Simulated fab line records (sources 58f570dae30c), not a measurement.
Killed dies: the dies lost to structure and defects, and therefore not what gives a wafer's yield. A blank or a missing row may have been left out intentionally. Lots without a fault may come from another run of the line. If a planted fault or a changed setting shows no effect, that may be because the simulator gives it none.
fab line records | flow berkeleyCmos170
record lots=7 | wafers=21 | lastDay=13
route steps=331 shown NLDD@162 SPACER@171
lots that met no fault: from a run of the same line without faults
startH: start of the lot's first displayed wafer, in hours after the record's first day | waitH: hours since the lot's step before | " unchanged from the row above | L1.1+2: several wafers, shown together as one row | - either no value or no given start | * or withheld: withheld | < > ~ a bound
route shown NAME@n: names a module that has steps shown in the file, with the first one's number in the route | usual: mean/standard deviation taken from wafers without a fault | same: alike in all rows | chamber/n: place in a boat | sites: each site's reading | _std_site: standard deviation across them | _edge_site: the outer-site mean with the inner-site mean subtracted | radiusMm: for every site, how far away it sits from the centre of the wafer | mask NAME#n: copy n | behind: the most recent tool/chamber to have shaped the wafer | hold: why the lot went on hold/how many hours it stayed there/how the hold came to an end | device: transistor that didn't switch, given as n, p or np | end of line: the route-end tests of the same wafers | a step without rows: its recipe alone | killed: the dies lost at the first sort to structure and to defects; this is not the yield of the wafer | map: dies across one wafer; x = killed, . = not, _ = none there
set.NAME: the setting as run; set.NAME@STEP: as run at that earlier step | model.NAME: the simulator's own value behind a step, which no gauge read
lots seen at some steps along the route; tables by step, rows by wafer
services: from which hour (startH, from the record's first day; less than 0 if before it) a tool's chamber was out of use, for how many hours, and why
## steps
# step UCB170_NLDD_PEB_04
# recipe pebTempC=130 | pebTimeS=withheld | resist=KrF
# step UCB170_NLDD_DEVELOP_05
# recipe developer=TMAH | developTimeS=45 | resist=KrF | devTempC=21
# step UCB170_NLDD_CD_MEAS_06
# recipe targetCdNm=1200
# usual cdNm=1199.5/1.4
lot.wafer | tool     | chamber | startH | waitH | cdNm
L620.3    | cdSem-01 | -       | 171.80 | -     | 1198.0
L620.5    | "        | -       | "      | "     | 1200.2
L620.6    | "        | -       | "      | "     | 1198.8
L627.1    | cdSem-01 | -       | 207.20 | -     | 1200.0
L627.5    | "        | -       | "      | "     | 1200.0
L627.6    | "        | -       | "      | "     | 1199.0
L629.1    | cdSem-02 | -       | 218.89 | -     | 1202.9
L629.3    | "        | -       | "      | "     | 1201.6
L629.6    | "        | -       | "      | "     | 1202.0
L630.1    | cdSem-01 | -       | 220.06 | -     | 1197.7
L630.2    | "        | -       | "      | "     | 1198.0
L630.6    | "        | -       | "      | "     | 1196.2
L634.2    | cdSem-01 | -       | 244.00 | -     | 1198.1
L634.4    | "        | -       | "      | "     | 1197.3
L634.5    | "        | -       | "      | "     | 1198.7
L636.1    | cdSem-01 | -       | 245.06 | -     | 1199.7
L636.5    | "        | -       | "      | "     | 1199.9
L636.6    | "        | -       | "      | "     | 1199.8
L639.1    | cdSem-01 | -       | 284.43 | -     | 1199.3
L639.4    | "        | -       | "      | "     | 1198.7
L639.6    | "        | -       | "      | "     | 1199.1
# step UCB170_NLDD_OVL_MEAS_07
# usual NLDD_OVL=1/6.2
lot.wafer | tool       | chamber | startH | waitH | NLDD_OVL[nm]
L620.3    | overlay-01 | -       | 171.89 | 0.1   | 12
L620.5    | "          | -       | "      | "     | 9
L620.6    | "          | -       | "      | "     | 3
L627.1    | overlay-02 | -       | 207.32 | 0.1   | 10
L627.5    | "          | -       | "      | "     | 8
L627.6    | "          | -       | "      | "     | 13
L629.1    | overlay-02 | -       | 219.01 | 0.1   | -5
L629.3    | "          | -       | "      | "     | -17
L629.6    | "          | -       | "      | "     | -8
L630.1    | overlay-01 | -       | 220.18 | 0.1   | -2
L630.2    | "          | -       | "      | "     | -6
L630.6    | "          | -       | "      | "     | 2
L634.2    | overlay-02 | -       | 244.11 | 0.1   | -6
L634.4    | "          | -       | "      | "     | -4
L634.5    | "          | -       | "      | "     | 0
L636.1    | overlay-02 | -       | 245.18 | 0.1   | -1
L636.5    | "          | -       | "      | "     | -6
L636.6    | "          | -       | "      | "     | -7
L639.1    | overlay-01 | -       | 284.55 | 0.1   | 0
L639.4    | "          | -       | "      | "     | -3
L639.6    | "          | -       | "      | "     | -7
# step UCB170_NLDD_IMPLANT_08
# recipe species=As | doseCm2=5e+13 | energyKev=30 | tiltDeg=7 | rotationDeg=0
# step UCB170_NLDD_IMPLANT_09
# recipe species=As | doseCm2=5e+13 | energyKev=30 | tiltDeg=7 | rotationDeg=180
# step UCB170_NLDD_STRIP_10
# recipe chemistry=O2 | powerW=400 | pressureMtorr=3500 | platenTempC=withheld | o2FlowSccm=400 | overashFraction=0.5
# usual drypumpMotorCurrentA=5.5/0.39 | oesProductAu=0.735/0.0044 | stripTimeToEndpointS=21.59/0.069
lot.wafer | tool           | chamber | startH | waitH | drypumpMotorCurrentA | oesProductAu | rfHoursCounterH | stripTimeToEndpointS
L620.3    | plasmaAsher-01 | 1       | 172.25 | 0.1   | 6.2                  | 0.737        | -               | 21.61
L620.5    | "              | 1       | "      | "     | 6.1                  | 0.737        | -               | 21.60
L620.6    | "              | 0       | "      | "     | 5.3                  | 0.730        | -               | 21.52
L627.1    | plasmaAsher-01 | 0       | 207.65 | 0.1   | 5.3                  | 0.741        | 50              | 21.61
L627.5    | "              | 1       | "      | "     | 6.1                  | 0.739        | -               | 21.41
L627.6    | "              | 0       | "      | "     | 5.3                  | 0.735        | -               | 21.53
L629.1    | plasmaAsher-03 | 1       | 219.34 | 0.1   | 5.6                  | 0.736        | 42              | 21.51
L629.3    | "              | 1       | "      | "     | 5.6                  | 0.742        | -               | 21.56
L629.6    | "              | 1       | "      | "     | 5.6                  | 0.726        | -               | 21.51
L630.1    | plasmaAsher-03 | 1       | 220.52 | 0.1   | 5.6                  | 0.741        | 42              | 21.64
L630.2    | "              | 0       | "      | "     | 5.8                  | 0.727        | 42              | 21.50
L630.6    | "              | 1       | "      | "     | 5.6                  | 0.739        | -               | 21.51
L634.2    | plasmaAsher-04 | 1       | 244.44 | 0.1   | 5.2                  | 0.732        | 14              | 21.54
L634.4    | "              | 0       | "      | "     | 5.0                  | 0.731        | -               | 21.71
L634.5    | "              | 1       | "      | "     | 5.2                  | 0.737        | -               | 21.63
L636.1    | plasmaAsher-01 | 1       | 245.52 | 0.1   | 6.2                  | 0.732        | 54              | 21.62
L636.5    | "              | 0       | "      | "     | 5.3                  | 0.735        | -               | 21.62
L636.6    | "              | 1       | "      | "     | 6.1                  | 0.738        | -               | 21.67
L639.1    | plasmaAsher-04 | 0       | 284.88 | 0.1   | 5.0                  | 0.740        | 17              | 21.72
L639.4    | "              | 0       | "      | "     | 5.0                  | 0.734        | -               | 21.65
L639.6    | "              | 0       | "      | "     | 5.0                  | 0.732        | -               | 21.67
# step UCB170_NLDD_TW_MEAS_11
# usual NLDD_TW=2214/26
lot.wafer | tool         | chamber | startH | waitH | NLDD_TW
L620.3    | filmMetro-02 | -       | 172.34 | 0.1   | 2194
L620.5    | "            | -       | "      | "     | 2205
L620.6    | "            | -       | "      | "     | 2199
L627.1    | filmMetro-01 | -       | 207.75 | 0.1   | 2184
L627.5    | "            | -       | "      | "     | 2190
L627.6    | "            | -       | "      | "     | 2188
L629.1    | filmMetro-04 | -       | 219.44 | 0.1   | 2242
L629.3    | "            | -       | "      | "     | 2244
L629.6    | "            | -       | "      | "     | 2250
L630.1    | filmMetro-02 | -       | 220.63 | 0.1   | 2220
L630.2    | "            | -       | "      | "     | 2215
L630.6    | "            | -       | "      | "     | 2226
L634.2    | filmMetro-02 | -       | 244.55 | 0.1   | 2200
L634.4    | "            | -       | "      | "     | 2208
L634.5    | "            | -       | "      | "     | 2206
L636.1    | filmMetro-02 | -       | 245.62 | 0.1   | 2207
L636.5    | "            | -       | "      | "     | 2211
L636.6    | "            | -       | "      | "     | 2198
L639.1    | filmMetro-02 | -       | 284.98 | 0.1   | 2196
L639.4    | "            | -       | "      | "     | 2216
L639.6    | "            | -       | "      | "     | 2198
# step UCB170_NLDD_CLEAN_12
# recipe chemistry=SPM | tempC=120 | timeS=600
# step UCB170_SPACER_CVD_00
# recipe material=SiO2 | targetThkNm=376 | tempC=390 | precursor=TEOS/O2 | timeS=47 | rfW=550 | pressureMtorr=9000
# usual heaterPowerW=248/68
lot.wafer | tool     | chamber | startH | waitH | heaterPowerW
L620.3    | pecvd-02 | 2       | 172.61 | 0.0   | 225
L620.5    | "        | 1       | "      | "     | 365
L620.6    | "        | 0       | "      | "     | 207
L627.1    | pecvd-02 | 1       | 208.00 | 0.0   | 363
L627.5    | "        | 0       | "      | "     | 200
L627.6    | "        | 2       | "      | "     | 211
L629.1    | pecvd-03 | 2       | 219.68 | 0.0   | 205
L629.3    | "        | 0       | "      | "     | 295
L629.6    | "        | 1       | "      | "     | 279
L630.1    | pecvd-03 | 2       | 220.94 | 0.0   | 156
L630.2    | "        | 0       | "      | "     | 245
L630.6    | "        | 2       | "      | "     | 169
L634.2    | pecvd-04 | 0       | 244.77 | 0.0   | 383
L634.4    | "        | 0       | "      | "     | 256
L634.5    | "        | 2       | "      | "     | 165
L636.1    | pecvd-04 | 2       | 245.91 | 0.0   | 198
L636.5    | "        | 1       | "      | "     | 156
L636.6    | "        | 2       | "      | "     | 200
L639.1    | pecvd-03 | 0       | 285.23 | 0.0   | 277
L639.4    | "        | 2       | "      | "     | 219
L639.6    | "        | 1       | "      | "     | 305
# step UCB170_SPACER_THK_MEAS_01
# recipe reads=SiO2_of_SPACER_CVD_00
# usual SPACER_TEOS_THK=374/4.9
lot.wafer | tool         | chamber | startH | waitH | SPACER_TEOS_THK[nm]
L620.3    | filmMetro-03 | -       | 172.67 | 0.0   | 372
L620.5    | "            | -       | "      | "     | 376
L620.6    | "            | -       | "      | "     | 385
L627.1    | filmMetro-03 | -       | 208.05 | 0.0   | 367
L627.5    | "            | -       | "      | "     | 383
L627.6    | "            | -       | "      | "     | 379
L629.1    | filmMetro-03 | -       | 219.72 | 0.0   | 368
L629.3    | "            | -       | "      | "     | 372
L629.6    | "            | -       | "      | "     | 372
L630.1    | filmMetro-03 | -       | 220.98 | 0.0   | 376
L630.2    | "            | -       | "      | "     | 378
L630.6    | "            | -       | "      | "     | 380
L634.2    | filmMetro-03 | -       | 244.82 | 0.0   | 369
L634.4    | "            | -       | "      | "     | 375
L634.5    | "            | -       | "      | "     | 380
L636.1    | filmMetro-02 | -       | 245.95 | 0.0   | 371
L636.5    | "            | -       | "      | "     | 384
L636.6    | "            | -       | "      | "     | 382
L639.1    | filmMetro-03 | -       | 285.28 | 0.0   | 377
L639.4    | "            | -       | "      | "     | 378
L639.6    | "            | -       | "      | "     | 375
# step UCB170_SPACER_ANNEAL_02
# recipe tempC=900 | timeS=1800 | ambient=N2
# step UCB170_SPACER_ETCHBACK_03
# recipe stopOn=Si | target=SiO2 | chemistry=CHF3/CF4/Ar | CHF3_flow_sccm=50 | cf4FlowSccm=10 | Ar_flow_sccm=120 | pressureMtorr=200 | rfW=500 | targetDepthA=3760 | timeS=100
# usual drypumpMotorCurrentA=5.8/0.44 | oesProductAu=0.895/0.016 | runLengthS=128.1/0.5 | throttleValvePct=6.44/0.1
lot.wafer | tool       | chamber | startH | waitH | drypumpMotorCurrentA | oesProductAu | rfHoursCounterH | runLengthS | throttleValvePct | model.etch.depthNm
L620.3    | rieDiel-01 | 0       | 179.29 | 0.1   | 5.3                  | 0.899        | 147             | 127.2      | 6.49             | 372.3
L620.5    | "          | 0       | "      | "     | 5.3                  | 0.908        | -               | 127.2      | 6.49             | 375.8
L620.6    | "          | 3       | "      | "     | 5.8                  | 0.898        | -               | 127.5      | 6.31             | 385.4
L627.1    | rieDiel-03 | 1       | 214.97 | 0.0   | 6.5                  | 0.874        | 90              | 128.3      | 6.46             | 367.6
L627.5    | "          | 2       | "      | "     | 6.2                  | 0.920        | -               | 127.7      | 6.47             | 383.2
L627.6    | "          | 3       | "      | "     | 5.6                  | 0.904        | -               | 127.6      | 6.32             | 378.4
L629.1    | rieDiel-01 | 3       | 226.32 | 0.0   | 5.8                  | 0.991        | 137             | 110.3      | 6.32             | 357.6
L629.3    | "          | 0       | "      | "     | 5.3                  | 0.986        | 1               | 110.5      | 6.50             | 358.1
L629.6    | "          | 2       | "      | "     | 6.2                  | 0.992        | -               | 110.3      | 6.45             | 356.5
L630.1    | rieDiel-01 | 1       | 226.39 | 0.1   | 6.0                  | 1.024        | 46              | 110.3      | 6.33             | 364.5
L630.2    | "          | 3       | "      | "     | 5.8                  | 0.989        | 137             | 110.6      | 6.32             | 359.6
L630.6    | "          | 1       | "      | "     | 6.0                  | 1.014        | -               | 110.7      | 6.32             | 363
L634.2    | rieDiel-03 | 2       | 250.78 | 0.0   | 6.2                  | 0.900        | 7               | 127.8      | 6.46             | 368.7
L634.4    | "          | 0       | "      | "     | 6.0                  | 0.931        | 29              | 128.5      | 6.36             | 375.5
L634.5    | "          | 3       | "      | "     | 5.6                  | 0.898        | -               | 128.1      | 6.32             | 379.8
L636.1    | rieDiel-01 | 3       | 250.78 | 0.0   | 5.8                  | 0.975        | 138             | 110.1      | 6.30             | 353
L636.5    | "          | 3       | "      | "     | 5.8                  | 0.976        | -               | 110.4      | 6.32             | 352.6
L636.6    | "          | 2       | "      | "     | 6.2                  | 0.987        | -               | 110.7      | 6.45             | 354.1
L639.1    | rieDiel-04 | 2       | 287.44 | 0.0   | 5.8                  | 0.899        | 34              | 128.9      | 6.52             | 376.8
L639.4    | "          | 0       | "      | "     | 5.3                  | 0.921        | 7               | 128.4      | 6.35             | 377.4
L639.6    | "          | 3       | "      | "     | 6.5                  | 0.898        | -               | 128.8      | 6.57             | 374.8
## services
tool       | chamber | startH | hours | kind
pecvd-03   | 0       | 149.50 | -     | clean
pecvd-03   | 1       | 149.50 | -     | clean
pecvd-03   | 2       | 149.50 | -     | clean
rieDiel-03 | 3       | 169.44 | 1.8   | repair
rieDiel-01 | 0       | 192.18 | -     | clean
rieDiel-01 | 0       | 192.18 | 16.1  | scheduledDown
rieDiel-01 | 0       | 192.18 | 16.1  | ventCycle
pecvd-04   | -       | 211.91 | 2.9   | repair
rieDiel-03 | 3       | 216.54 | 2.3   | repair
rieDiel-01 | 3       | 253.49 | -     | clean
rieDiel-01 | 3       | 253.49 | 23.6  | scheduledDown
rieDiel-01 | 3       | 253.49 | 23.6  | ventCycle
rieDiel-04 | 1       | 256.79 | 1.6   | repair
pecvd-04   | 2       | 270.87 | 15.7  | repair
rieDiel-03 | 0       | 272.37 | 9.8   | repair
pecvd-02   | 0       | 276.45 | 10.1  | repair
pecvd-04   | 2       | 286.92 | 7.7   | repair
## key
firstSign step=UCB170_SPACER_ETCHBACK_03 | reading=runLengthS | direction=down | sigmas=35 | usual=* | struck=*
effect step=UCB170_SPACER_ETCHBACK_03 | reading=oesProductAu | direction=up | sigmas=6.2 | usual=0.895 | struck=0.993
modelEffect step=UCB170_SPACER_ETCHBACK_03 | value=etch.depthNm | without=376 | struck=357.7
moreKillsBornAt UCB170_SPACER_ETCHBACK_03@rieDiel-01=1519
metAt UCB170_SPACER_ETCHBACK_03
struckWafers L629.1,L629.3,L629.6,L630.1,L630.2,L630.6,L636.1,L636.5,L636.6
laterRowsLeftOut L629.1,L629.3,L629.6,L630.1,L630.2,L630.6,L636.1,L636.5,L636.6
sortLeftOut L629.1,L629.3,L629.6
testerLeftOut L629,L630,L636
fault kind=processParameterDrift | tool=rieDiel-01 | chamber=- | onsetH=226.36 | steps=UCB170_SPACER_ETCHBACK_03 | channel=timeS | offset=* | shape=step | endH=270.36 | actsIn=* | stated=*
# testerLeftOut: of these lots the tester's yield and bins aren't shown, on N5 and GAA mostly nor the transistor test; their killed dies are dies lost to structure and defects alone, not to doping, threshold or leakage, so they don't give the yield
# sortLeftOut: the simulated sort isn't trusted on such a fault, so these wafers' sort isn't shown, and their yield isn't known
# laterRowsLeftOut: the simulator's readings of these wafers behind a module that went badly wrong aren't trusted and aren't shown, but for the sort
